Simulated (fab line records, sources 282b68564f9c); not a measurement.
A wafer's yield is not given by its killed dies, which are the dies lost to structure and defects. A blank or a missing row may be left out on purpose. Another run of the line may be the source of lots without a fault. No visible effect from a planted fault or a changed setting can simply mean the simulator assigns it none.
Lot-split experiment | flow ritCmos | 5 lots, 23 wafers read, on a route of 202 steps

ABOUT THE SPLIT
At RIT_PSD_COAT_01 (resist thk 1000 nm), the setting spinRpm was moved away from the recipe's 3250 rpm on 11 of the 23 wafers read, by -4.0% to +6.2%. This setting was run at the recipe's value on the other wafers.

FROM THE SPLIT TO THE READING: what the file shows between them, 3 steps
- RIT_PSD_SOFTBAKE_02: time 60 s
- RIT_PSD_EXPOSE_03: exposes mask M10, target cd 40900 nm
- RIT_PSD_DEVELOP_05: develop time 50 s

THE READING
NOVOLAK_of_PSD_COAT_01.thkNm (the simulator's own value, which no gauge read), in nm, at RIT_PSD_HARDBAKE_07 (time 60 s). There is no usual value for it anywhere in the file. Here, 12 wafers ran the recipe; their average is 885.1 nm with a standard deviation of 2.3 nm.

wafer  | tool, chamber at the split | spinRpm as run, rpm | against the recipe | NOVOLAK_of_PSD_COAT_01.thkNm, nm | against lot-mates on the recipe
L074.1 | lithoTrack-02, 0           | 3449                | +6.1%              | 859.9                            | -22.6
L074.3 | lithoTrack-02, 0           | 3449                | +6.1%              | 859                              | -23.5
L074.4 | lithoTrack-02, 0           | 3250                | recipe             | 880.7                            | -
L074.5 | lithoTrack-02, 0           | 3250                | recipe             | 884.3                            | -
L074.6 | lithoTrack-02, 0           | 3449                | +6.1%              | 857.8                            | -24.7
L077.1 | lithoTrack-02, 0           | 3367                | +3.6%              | 868                              | -14.5
L077.2 | lithoTrack-02, 0           | 3367                | +3.6%              | 867                              | -15.5
L077.3 | lithoTrack-02, 0           | 3367                | +3.6%              | 867                              | -15.5
L077.4 | lithoTrack-02, 0           | 3250                | recipe             | 881.6                            | -
L077.6 | lithoTrack-02, 0           | 3250                | recipe             | 883.3                            | -
L080.1 | lithoTrack-02, 0           | 3121                | -4.0%              | 906.2                            | +21.2
L080.2 | lithoTrack-02, 0           | 3121                | -4.0%              | 902.7                            | +17.7
L080.4 | lithoTrack-02, 0           | 3250                | recipe             | 884.9                            | -
L080.5 | lithoTrack-02, 0           | 3121                | -4.0%              | 903.8                            | +18.8
L080.6 | lithoTrack-02, 0           | 3250                | recipe             | 885.1                            | -
L082.1 | lithoTrack-02, 0           | 3250                | recipe             | 886.6                            | -
L082.2 | lithoTrack-02, 0           | 3250                | recipe             | 885.9                            | -
L082.3 | lithoTrack-02, 0           | 3250                | recipe             | 887                              | -
L085.1 | lithoTrack-04, 0           | 3450                | +6.2%              | 861.8                            | -25.5
L085.2 | lithoTrack-04, 0           | 3450                | +6.2%              | 862.2                            | -25.1
L085.3 | lithoTrack-04, 0           | 3250                | recipe             | 885.3                            | -
L085.4 | lithoTrack-04, 0           | 3250                | recipe             | 888.1                            | -
L085.6 | lithoTrack-04, 0           | 3250                | recipe             | 888.5                            | -

FIT RESULTS
A straight line over all 23 wafers: NOVOLAK_of_PSD_COAT_01.thkNm changes by -4.36 nm for each +1% of spinRpm; r = -0.99; the points scatter about the line by 2.4 nm.
The same after taking each lot's own level away (the mean of its wafers on the recipe; 23 wafers): -4.22 nm for each +1%; r = -0.99; scatter 1.5 nm.
Per that fit: largest spinRpm move, reading shift of 26 nm.
Measured against the standard deviation above, the lots' own levels, which go from 882.45 to 887.30 nm, span 2.1 times it.
Hence the lot-to-lot level has little effect on the slope; both slopes agree.
Check: -25.2 nm against its lot-mates is what the line predicts for one of the wafers moved furthest among these (+6.2%) when that wafer is left out of the fit. It came out at -25.5 nm against them.

THE OTHER SPLITS THESE WAFERS WENT THROUGH
Note: prior to the reading, these wafers also went through further splits. Each is held against what the fit with the lots' levels taken away leaves over:
other split on the same wafers    | wafers away from the commonest value | r with NOVOLAK_of_PSD_COAT_01.thkNm (lot level and that fit taken away)
RIT_ACTIVE_OXIDATION_01 oxTimeS   | 15                                   | -0.11
RIT_ACTIVE_CVD_03 pressureMtorr   | 15                                   | +0.26
RIT_ACTIVE_ETCH_13 pressureMtorr  | 15                                   | +0.11
RIT_NWELL_COAT_01 spinRpm         | 6                                    | -0.02
RIT_NWELL_DEVELOP_05 developTimeS | 5                                    | -0.43
RIT_PWELL_IMPLANT_08 energyKev    | 5                                    | +0.11
RIT_PRETRO_COAT_01 resistThkNm    | 8                                    | -0.02
RIT_PRETRO_SOFTBAKE_02 tempC      | 6                                    | +0.05
RIT_GATE_OXIDATION_05 oxTimeS     | 10                                   | -0.27
RIT_NLDD_COAT_01 resistThkNm      | 5                                    | +0.32
RIT_SPACER_CVD_03 sih2cl2FlowSccm | 18                                   | -0.02
RIT_SPACER_ETCHBACK_05 rfW        | 10                                   | +0.26

THE WHOLE CHAIN: every reading that the file lists as answering this split, in the file's order
step                | what it does       | reading                                                                       | change (the file's fit)              | r (the file's)
RIT_PSD_COAT_01     | resist thk 1000 nm | NOVOLAK_of_PSD_COAT_01.thkNm (the simulator's own value, which no gauge read) | -4.74 nm for each +1% of the setting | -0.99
RIT_PSD_HARDBAKE_07 | time 60 s          | NOVOLAK_of_PSD_COAT_01.thkNm (the simulator's own value, which no gauge read) | -4.14 nm for each +1% of the setting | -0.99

FILE'S OWN FIT
NOVOLAK_of_PSD_COAT_01.thkNm changes by -4.14 nm for each +1% of spinRpm, r = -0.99.
